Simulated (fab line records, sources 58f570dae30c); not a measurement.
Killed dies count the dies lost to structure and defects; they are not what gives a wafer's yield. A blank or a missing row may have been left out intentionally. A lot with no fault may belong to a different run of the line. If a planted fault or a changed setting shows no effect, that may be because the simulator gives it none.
Chamber matching ; flow berkeley_cmos170 ; pecvd-02 running UCB170_V2_CVD_00: 3 sister chambers
The step deposits SiO2 from TEOS/O2, target thk 2000 nm, time 250 s. 3 wafers are shown with their chamber, then 7 later ones without.

## WAFERS PAIRED WITH THEIR CHAMBERS
wafer;chamber;heater_power_w (W)
L409.6;2;159
L410.1;0;209
L410.3;1;380

## WAFERS WITH NO CHAMBER GIVEN
wafer;heater_power_w (W)
L410.6;287
L416.1;193
L416.2;320
L416.6;253
L417.1;348
L417.2;186
L417.3;237

## WHICH CHAMBER EACH ONE RAN IN
wafer;from the rows above;in truth
L410.6;can't be placed: 0 or 1 or 2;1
L416.1;can't be placed: 0 or 2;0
L416.2;can't be placed: 1 or 0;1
L416.6;can't be placed: 0 or 2 or 1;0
L417.1;1;1
L417.2;can't be placed: 0 or 2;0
L417.3;can't be placed: 0 or 2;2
Placed correctly: 1 of 7. These rows do not allow placing 6 (true chamber among the candidates in 6). Number placed wrongly: 0.
How it was worked out, from the rows above alone: a wafer's distance from a chamber is the root of the sum, over the readings, of the square of ((its reading less the chamber's mean) divided by the reading's scatter). The wafer belongs to the nearest chamber; if the next one is less than 2 further off, it can't be placed. For every chamber, the mean is computed from those of its wafers that are shown. The scatter: with one shown wafer a chamber, the root of the mean of the squares of how far each hidden wafer lies from its nearest shown one.
